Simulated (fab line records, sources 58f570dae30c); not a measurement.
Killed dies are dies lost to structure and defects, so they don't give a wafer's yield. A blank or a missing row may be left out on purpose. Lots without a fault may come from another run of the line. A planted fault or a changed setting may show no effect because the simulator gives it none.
fab line records | flow berkeley_cmos170
record lots=14 wafers=42 last_day=11
route steps=331 shown PFIELD@85 FIELD@91 GATE@139 PLDD@148
lots that met no fault: from a run of the same line without faults
start_h: hours from the record's first day to the start of the lot's first wafer shown | wait_h: hours since the lot's step before | " the same as in the row above | L1.1+2: a row that stands for several wafers | - no value, or no start given | * or withheld: withheld | < > ~ a bound
route shown NAME@n: a module of which the file shows steps, and the number in the route of the first | usual: mean/standard deviation of fault-free wafers | same: alike in all rows | chamber/n: place in a boat | sites: the reading at each site | _std_site: their standard deviation | _edge_site: outer sites' mean less inner sites' | radius_mm: how far each site lies from the wafer's centre | mask NAME#n: copy n | behind: the tool/chamber that last shaped the wafer | hold: why the lot was held/for how many hours/how that ended | device: the transistor (n, p or np) that didn't switch | end of line: the same wafers' tests at the end of the route | a step without rows: its recipe alone | killed: dies lost to structure and defects at the first sort, not the wafer's yield | map: a wafer's dies, x killed, . not, _ none there
set.NAME: the setting as run; set.NAME@STEP: as run at that earlier step | model.NAME: the simulator's own value behind a step, which no gauge read
steps of the route over a sample of lots; a table a step, a row a wafer
services: from which hour (start_h, from the record's first day; less than 0 if before it) a tool's chamber was out of use, for how many hours, and why
## steps
# step UCB170_PFIELD_OVL_MEAS_06
# usual PFIELD_OVL=1/6.7
# columns lot.wafer tool chamber start_h wait_h PFIELD_OVL[nm]
L826.3 overlay-02 - 85.66 - -10
L826.4 " - " " 2
L826.6 " - " " 2
L827.1 overlay-01 - 85.82 - 6
L827.2 " - " " -2
L827.5 " - " " 4
L829.1 overlay-01 - 88.02 - 4
L829.4 " - " " 6
L829.6 " - " " 7
L830.1 overlay-01 - 91.34 - 9
L830.5 " - " " 14
L830.6 " - " " 6
L832.2 overlay-01 - 102.92 - -7
L832.4 " - " " -2
L832.5 " - " " 6
L831.2 overlay-02 - 103.04 - -4
L831.3 " - " " 7
L831.4 " - " " -3
L834.3 overlay-01 - 109.63 - 5
L834.4 " - " " 4
L834.5 " - " " -1
L835.3 overlay-02 - 117.67 - -10
L835.5 " - " " 5
L835.6 " - " " 7
L836.2 overlay-01 - 118.05 - 1
L836.3 " - " " 0
L836.4 " - " " -4
L838.4 overlay-02 - 129.90 - -3
L838.5 " - " " 0
L838.6 " - " " -1
L839.3 overlay-02 - 135.44 - 13
L839.4 " - " " 5
L839.6 " - " " 9
L840.1 overlay-02 - 140.05 - 3
L840.4 " - " " 2
L840.6 " - " " -5
L841.1 overlay-01 - 149.32 - -9
L841.3 " - " " -8
L841.6 " - " " 1
L849.2 overlay-02 - 193.12 - -4
L849.4 " - " " 4
L849.6 " - " " 10
# step UCB170_FIELD_THK_MEAS_02
# recipe reads=SiO2_of_FIELD_OXIDATION_01
# usual FIELD_OXIDE_THK=560/11
# columns lot.wafer tool chamber start_h wait_h FIELD_OXIDE_THK[nm]
L827.1 film_metro-04 - 93.02 0.0 552
L827.2 " - " " 550
L827.5 " - " " 549
L829.1 film_metro-03 - 93.04 0.0 549
L829.4 " - " " 555
L829.6 " - " " 546
L826.3 film_metro-01 - 93.04 0.0 541
L826.4 " - " " 544
L826.6 " - " " 538
L830.1 film_metro-04 - 97.26 0.0 561
L830.5 " - " " 550
L830.6 " - " " 554
L831.2 film_metro-03 - 108.01 0.0 577
L831.3 " - " " 573
L831.4 " - " " 571
L832.2 film_metro-04 - 108.01 0.0 560
L832.4 " - " " 567
L832.5 " - " " 559
L834.3 film_metro-03 - 114.94 0.0 559
L834.4 " - " " 562
L834.5 " - " " 564
L836.2 film_metro-04 - 124.57 0.0 554
L836.3 " - " " 546
L836.4 " - " " 549
L835.3 film_metro-01 - 124.58 0.0 559
L835.5 " - " " 563
L835.6 " - " " 566
L838.4 film_metro-03 - 133.93 0.0 558
L838.5 " - " " 562
L838.6 " - " " 552
L840.1 film_metro-04 - 143.41 0.0 570
L840.4 " - " " 560
L840.6 " - " " 553
L839.3 film_metro-01 - 143.43 0.0 564
L839.4 " - " " 569
L839.6 " - " " 556
L841.1 film_metro-04 - 154.68 0.0 557
L841.3 " - " " 554
L841.6 " - " " 553
L849.2 film_metro-04 - 197.59 0.1 571
L849.4 " - " " 578
L849.6 " - " " 567
# step UCB170_GATE_OVL_MEAS_13
# usual GATE_OVL=0/6
# columns lot.wafer tool chamber start_h wait_h GATE_OVL[nm]
L827.1 overlay-02 - 122.26 0.1 7
L827.2 " - " " 5
L827.5 " - " " 3
L826.3 overlay-01 - 122.42 0.1 -2
L826.4 " - " " 4
L826.6 " - " " -4
L829.1 overlay-02 - 122.65 0.1 0
L829.4 " - " " -9
L829.6 " - " " -5
L830.1 overlay-02 - 133.03 0.1 5
L830.5 " - " " 12
L830.6 " - " " 11
L831.2 overlay-02 - 138.50 0.1 5
L831.3 " - " " 4
L831.4 " - " " 4
L832.2 overlay-01 - 138.85 0.1 0
L832.4 " - " " 2
L832.5 " - " " 3
L834.3 overlay-01 - 150.51 0.1 -2
L834.4 " - " " -4
L834.5 " - " " 1
L836.2 overlay-01 - 160.61 0.1 2
L836.3 " - " " -2
L836.4 " - " " 2
L835.3 overlay-02 - 161.09 0.1 -2
L835.5 " - " " -5
L835.6 " - " " -5
L838.4 overlay-01 - 169.34 0.1 -5
L838.5 " - " " -4
L838.6 " - " " 3
L840.1 overlay-01 - 182.39 0.1 -1
L840.4 " - " " 1
L840.6 " - " " 3
L839.3 overlay-02 - 182.42 0.1 -9
L839.4 " - " " -6
L839.6 " - " " -4
L841.1 overlay-02 - 192.79 0.1 1
L841.3 " - " " -6
L841.6 " - " " 0
L849.2 overlay-01 - 235.77 0.1 -1
L849.4 " - " " 5
L849.6 " - " " -2
# step UCB170_PLDD_EXPOSE_03
# recipe mask_id=PSELECT na=0.5 sigma_outer=0.6 source_shape=conventional target_cd_nm=1200 dose_mj=30
# usual exposure_dose_mJ_cm2=29.980/0.029 focus_offset_nm=0.0/0.51
# columns lot.wafer tool chamber start_h wait_h mask exposure_dose_mJ_cm2 focus_offset_nm
L827.1 krf_scanner-02 0 123.38 0.2 PSELECT#0 29.977 0.9
L827.2 " 0 " " PSELECT#0 29.993 0.7
L827.5 " 0 " " PSELECT#0 30.042 0.3
L826.3 krf_scanner-02 0 123.54 0.2 PSELECT#0 29.960 0.1
L826.4 " 0 " " PSELECT#0 29.961 -0.2
L826.6 " 0 " " PSELECT#0 29.940 0.7
L829.1 krf_scanner-02 0 123.81 0.2 PSELECT#0 29.976 0.0
L829.4 " 0 " " PSELECT#0 29.959 -0.7
L829.6 " 0 " " PSELECT#0 30.000 0.1
L830.1 krf_scanner-01 0 134.14 0.2 PSELECT#0 30.028 1.0
L830.5 " 0 " " PSELECT#0 29.989 0.6
L830.6 " 0 " " PSELECT#0 29.992 1.0
L831.2 krf_scanner-01 0 139.79 0.1 PSELECT#0 30.010 -0.8
L831.3 " 0 " " PSELECT#0 29.973 -0.1
L831.4 " 0 " " PSELECT#0 29.955 -0.4
L832.2 krf_scanner-02 0 140.03 0.3 PSELECT#0 29.970 -0.4
L832.4 " 0 " " PSELECT#0 29.935 -0.1
L832.5 " 0 " " PSELECT#0 29.986 0.5
L834.3 krf_scanner-01 0 152.95 0.2 PSELECT#0 29.993 -0.5
L834.4 " 0 " " PSELECT#0 30.031 0.5
L834.5 " 0 " " PSELECT#0 29.997 -0.2
L836.2 krf_scanner-02 0 161.96 0.2 PSELECT#0 29.944 -0.3
L836.3 " 0 " " PSELECT#0 29.988 -0.1
L836.4 " 0 " " PSELECT#0 29.949 0.5
L835.3 krf_scanner-01 0 162.68 0.2 PSELECT#0 29.959 0.3
L835.5 " 0 " " PSELECT#0 29.975 -0.3
L835.6 " 0 " " PSELECT#0 30.014 -0.2
L838.4 krf_scanner-01 0 170.35 0.1 PSELECT#0 29.945 0.6
L838.5 " 0 " " PSELECT#0 30.009 -0.3
L838.6 " 0 " " PSELECT#0 29.993 0.5
L840.1 krf_scanner-01 0 184.18 0.2 PSELECT#0 29.953 0.4
L840.4 " 0 " " PSELECT#0 29.981 0.2
L840.6 " 0 " " PSELECT#0 29.968 1.0
L839.3 krf_scanner-02 - 184.46 0.5 PSELECT#0 - -
L839.4 " - " " PSELECT#0 - -
L839.6 " - " " PSELECT#0 - -
L841.1 krf_scanner-02 - 194.20 0.1 PSELECT#0 - -
L841.3 " - " " PSELECT#0 - -
L841.6 " - " " PSELECT#0 - -
L849.2 krf_scanner-02 0 236.77 0.1 PSELECT#0 29.994 -0.4
L849.4 " 0 " " PSELECT#0 30.019 0.0
L849.6 " 0 " " PSELECT#0 30.031 1.2
## services
# columns tool chamber start_h hours kind
krf_scanner-01 - 102.17 1.0 pm
krf_scanner-02 - 118.21 0.8 pm
krf_scanner-01 0 127.77 - calibration
krf_scanner-01 - 140.72 0.4 repair
krf_scanner-02 - 173.43 4.2 repair
krf_scanner-01 - 185.58 4.0 pm
krf_scanner-01 - 203.08 4.4 pm
krf_scanner-02 0 207.93 - calibration
krf_scanner-02 - 230.70 1.0 pm
krf_scanner-01 - 231.70 36.0 pm
## key
first_sign step=UCB170_PLDD_EXPOSE_03 reading=tool_record direction=missing
effect none on later readings
met_at UCB170_PLDD_EXPOSE_03
struck_lots L839,L841
sort_left_out L839.3,L839.4,L839.6,L841.1,L841.3,L841.6
tester_left_out L839,L841
not_acting_at UCB170_PFIELD_OVL_MEAS_06,UCB170_FIELD_THK_MEAS_02,UCB170_GATE_OVL_MEAS_13
onset_between 161.96 184.46
fault kind=skipped_step_whole tool=krf_scanner-02 chamber=- onset_h=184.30 steps=UCB170_PLDD_EXPOSE_03 scope=struck_lots_only
# tester_left_out: of these lots the tester's yield and bins aren't shown, on N5 and GAA mostly nor the transistor test; their killed dies are dies lost to structure and defects alone, not to doping, threshold or leakage, so they don't give the yield
# sort_left_out: the simulated sort isn't trusted on such a fault, so these wafers' sort isn't shown, and their yield isn't known
